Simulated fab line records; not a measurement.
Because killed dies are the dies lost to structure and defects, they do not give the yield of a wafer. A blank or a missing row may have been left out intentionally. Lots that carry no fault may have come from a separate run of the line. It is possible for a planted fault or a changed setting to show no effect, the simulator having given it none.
A lot that was struck, set against a sound lot | flow rit cmos | 12 out of 202 route steps
Sound: these wafers, L427.2, L427.5, L427.6. Wafers struck: L431.2, L431.3, L431.4. The cause is named last.
At each step with rows: each side's tool, then ch and its chambers, then its first start. Under that, the readings that differ: sound wafers | struck wafers | difference of the means | sigmas: that difference in standard deviations of wafers without a fault.
alike: a reading whose means differ by less than 2 such deviations, as well as words and numbers matching on both sides. not compared: withheld readings; readings where some wafer has no value; bounds like >300 that might hide an equal value; numbers whose values overlap and for which the record gives no deviation.
A row with sigmas, a row that says differs or no value, or rows on one side alone: a step with any of these is where the two part. Numbers that have no deviation but don't overlap get no sigmas and don't part them. Lack of a reading on every wafer of one side parts them only where that side has two or more wafers.

RIT_ACTIVE_BOW_MEAS_00:
  struck on film metro-03, day 3 02:01; sound on film metro-03, day 2 06:01
  alike: INCOMING_BOW
then, 1 step without rows for these wafers: RIT_ACTIVE_OXIDATION_01 (target thk 46.8 nm, ox time 3209 s).
RIT_ACTIVE_THK_MEAS_02:
  struck on film metro-01, day 3 04:04; sound on film metro-01, day 2 08:04
  alike: ACTIVE_OXIDE_THK
then, 1 step without rows for these wafers: RIT_ACTIVE_CVD_03 (deposits Si3N4 from SiH2Cl2/NH3, target thk 150 nm, time 1500 s).
RIT_ACTIVE_THK_MEAS_04:
  struck on film metro-01, day 3 05:32; sound on film metro-02, day 2 09:32
  alike: ACTIVE_NITRIDE_THK
then, 5 steps without rows for these wafers: RIT_ACTIVE_HMDS_05 (prime time 60 s); RIT_ACTIVE_COAT_06 (resist thk 1000 nm); RIT_ACTIVE_SOFTBAKE_07 (time 60 s); RIT_ACTIVE_EXPOSE_08 (exposes mask M1, target cd 1400 nm); RIT_ACTIVE_PEB_09.
RIT_ACTIVE_DEVELOP_10: develop time 50 s.
  struck on litho track-02, day 3 06:00; sound on litho track-02 ch 0, day 2 10:00
  no value came back on the struck wafers for chill plate temp C (C), develop time s (s); on the sound wafers chill plate temp C (C) reads 22.98 22.89 22.97
RIT_ACTIVE_CD_MEAS_11: target cd 1400 nm.
  struck on cd sem-02, day 3 06:28; sound on cd sem-02, day 2 10:35
  reading    | sound                | struck | difference                    | sigmas
  cd nm (nm) | 1401.3 1401.1 1401.9 | - - -  | no value on the struck wafers |

## WHERE THEY PART
At RIT_ACTIVE_DEVELOP_10 first; at RIT_ACTIVE_CD_MEAS_11 last (within this record only).

WHY: what had been put in by the simulator
Skipped step whole: litho track-02, from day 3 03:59 on, at RIT_ACTIVE_DEVELOP_10. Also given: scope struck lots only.
